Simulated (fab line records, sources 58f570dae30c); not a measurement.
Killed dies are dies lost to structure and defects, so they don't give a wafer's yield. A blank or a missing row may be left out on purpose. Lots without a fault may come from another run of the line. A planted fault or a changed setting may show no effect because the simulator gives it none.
fab line records | flow berkeley_cmos170
record lots=14 wafers=42 last_day=12
route steps=331 shown NVT@105
lots that met no fault: from a run of the same line without faults
start_h: hours from the record's first day to the start of the lot's first wafer shown | wait_h: hours since the lot's step before | " the same as in the row above | L1.1+2: a row that stands for several wafers | - no value, or no start given | * or withheld: withheld | < > ~ a bound
route shown NAME@n: a module of which the file shows steps, and the number in the route of the first | usual: mean/standard deviation of fault-free wafers | same: alike in all rows | chamber/n: place in a boat | sites: the reading at each site | _std_site: their standard deviation | _edge_site: outer sites' mean less inner sites' | radius_mm: how far each site lies from the wafer's centre | mask NAME#n: copy n | behind: the tool/chamber that last shaped the wafer | hold: why the lot was held/for how many hours/how that ended | device: the transistor (n, p or np) that didn't switch | end of line: the same wafers' tests at the end of the route | a step without rows: its recipe alone | killed: dies lost to structure and defects at the first sort, not the wafer's yield | map: a wafer's dies, x killed, . not, _ none there
set.NAME: the setting as run; set.NAME@STEP: as run at that earlier step | model.NAME: the simulator's own value behind a step, which no gauge read
steps of the route over a sample of lots; a table a step, a row a wafer
services: from which hour (start_h, from the record's first day; less than 0 if before it) a tool's chamber was out of use, for how many hours, and why
## steps
# step UCB170_NVT_COAT_01
# recipe resist=KrF spin_rpm=1500 resist_thk_nm=900
# usual spin_speed_rpm=1500.2/0.99
# columns lot.wafer tool chamber start_h wait_h spin_speed_rpm
L969.1 litho_track-04 0 138.17 0.1 1500.0
L969.2 " 0 " " 1500.5
L969.5 " 0 " " 1499.9
L970.2 litho_track-01 0 138.20 0.1 1500.9
L970.5 " 0 " " 1501.1
L970.6 " 0 " " 1502.8
L972.3 litho_track-02 0 147.21 0.1 1500.0
L972.4 " 0 " " 1501.8
L972.5 " 0 " " 1499.7
L975.2 litho_track-01 0 164.16 0.1 1499.6
L975.3 " 0 " " 1501.0
L975.5 " 0 " " 1500.4
L977.2 litho_track-01 0 173.57 0.1 1501.2
L977.4 " 0 " " 1501.7
L977.6 " 0 " " 1501.2
L976.3 litho_track-04 0 173.59 0.1 1501.2
L976.5 " 0 " " 1500.0
L976.6 " 0 " " 1500.1
L978.1 litho_track-04 0 182.99 0.1 1500.1
L978.3 " 0 " " 1499.8
L978.6 " 0 " " 1500.5
L979.3 litho_track-01 0 183.07 0.1 1498.9
L979.5 " 0 " " 1499.5
L979.6 " 0 " " 1499.0
L980.1 litho_track-04 0 183.44 0.1 1500.1
L980.2 " 0 " " 1500.7
L980.6 " 0 " " 1499.9
L985.2 litho_track-04 0 207.83 0.1 1890.0
L985.3 " 0 " " 1891.8
L985.4 " 0 " " 1891.0
L982.3 litho_track-01 0 208.07 0.1 1499.9
L982.4 " 0 " " 1498.6
L982.5 " 0 " " 1499.2
L983.1 litho_track-04 0 208.26 0.1 1891.3
L983.4 " 0 " " 1891.9
L983.6 " 0 " " 1891.1
L989.1 litho_track-02 0 231.83 0.1 1498.6
L989.2 " 0 " " 1498.2
L989.5 " 0 " " 1501.0
L991.2 litho_track-02 0 232.30 0.1 1501.9
L991.5 " 0 " " 1501.1
L991.6 " 0 " " 1500.2
# step UCB170_NVT_STRIP_08
# recipe chemistry=O2 power_w=400 pressure_mtorr=3500 platen_temp_c=withheld o2_flow_sccm=400 overash_fraction=0.5
# usual drypump_motor_current_A=5.8/0.44 oes_product_au=0.734/0.0049 strip_time_to_endpoint_s=21.66/0.063
# columns lot.wafer tool chamber start_h wait_h drypump_motor_current_A oes_product_au rf_hours_counter_h strip_time_to_endpoint_s
L970.2 plasma_asher-01 1 139.21 0.1 5.7 0.734 42 21.72
L970.5 " 1 " " 5.7 0.731 - 21.73
L970.6 " 0 " " 5.2 0.733 - 21.68
L969.1 plasma_asher-02 0 139.45 0.1 5.4 0.724 42 21.68
L969.2 " 1 " " 5.8 0.725 42 21.63
L969.5 " 1 " " 5.8 0.729 - 21.62
L972.3 plasma_asher-01 0 148.32 0.1 5.1 0.735 - 21.61
L972.4 " 1 " " 5.7 0.728 - 21.57
L972.5 " 0 " " 5.2 0.734 - 21.56
L975.2 plasma_asher-03 1 165.02 0.1 5.7 0.733 39 21.59
L975.3 " 0 " " 6.5 0.738 - 21.62
L975.5 " 1 " " 5.7 0.729 - 21.62
L977.2 plasma_asher-03 1 174.75 0.1 5.7 0.737 41 21.66
L977.4 " 1 " " 5.7 0.736 - 21.72
L977.6 " 1 " " 5.7 0.740 - 21.71
L976.3 plasma_asher-01 0 174.79 0.1 5.2 0.742 - 21.72
L976.5 " 1 " " 5.7 0.737 - 21.69
L976.6 " 0 " " 5.2 0.731 - 21.62
L978.1 plasma_asher-01 1 183.87 0.1 5.7 0.728 47 21.61
L978.3 " 1 " " 5.7 0.734 - 21.65
L978.6 " 0 " " 5.2 0.732 - 21.73
L979.3 plasma_asher-03 1 184.26 0.1 5.7 0.736 - 21.67
L979.5 " 1 " " 5.7 0.740 - 21.75
L979.6 " 0 " " 6.5 0.741 - 21.72
L980.1 plasma_asher-01 1 184.50 0.1 5.7 0.742 47 21.69
L980.2 " 0 " " 5.2 0.739 47 21.69
L980.6 " 1 " " 5.7 0.741 - 21.66
L985.2 plasma_asher-01 1 209.68 0.1 5.7 0.732 51 19.29
L985.3 " 1 " " 5.7 0.732 - 19.19
L985.4 " 0 " " 5.2 0.737 - 19.29
L982.3 plasma_asher-03 0 209.91 0.1 6.4 0.744 - 21.69
L982.4 " 1 " " 5.7 0.734 - 21.72
L982.5 " 1 " " 5.7 0.736 - 21.67
L983.1 plasma_asher-01 0 210.02 0.1 5.2 0.741 51 19.26
L983.4 " 1 " " 5.7 0.735 - 19.21
L983.6 " 1 " " 5.7 0.734 - 19.27
L989.1 plasma_asher-03 1 233.29 0.1 5.6 0.739 49 21.73
L989.2 " 0 " " 6.5 0.741 49 21.61
L989.5 " 1 " " 5.7 0.734 - 21.61
L991.2 plasma_asher-02 1 234.22 0.1 5.8 0.737 48 21.77
L991.5 " 1 " " 5.8 0.738 - 21.68
L991.6 " 0 " " 5.4 0.735 - 21.74
## services
# columns tool chamber start_h hours kind
plasma_asher-02 - 180.96 2.3 repair
plasma_asher-02 - 200.59 14.6 pm
plasma_asher-02 - 215.19 15.6 pm
plasma_asher-02 - 230.79 2.8 pm
## key
first_sign step=UCB170_NVT_COAT_01 reading=spin_speed_rpm direction=up sigmas=99+ usual=1500.2 struck=1891.2
effect step=UCB170_NVT_STRIP_08 reading=strip_time_to_endpoint_s direction=down sigmas=38 usual=* struck=*
met_at UCB170_NVT_COAT_01
struck_lots L983,L985
tester_left_out L983,L985
onset_between 183.44 207.83
fault kind=process_parameter_drift tool=litho_track-04 chamber=- onset_h=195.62 steps=UCB170_NVT_COAT_01 channel=spin_rpm offset=391 shape=step end_h=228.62 acts_in=these_recipes_only stated=1500
# tester_left_out: of these lots the tester's yield and bins aren't shown, on N5 and GAA mostly nor the transistor test; their killed dies are dies lost to structure and defects alone, not to doping, threshold or leakage, so they don't give the yield
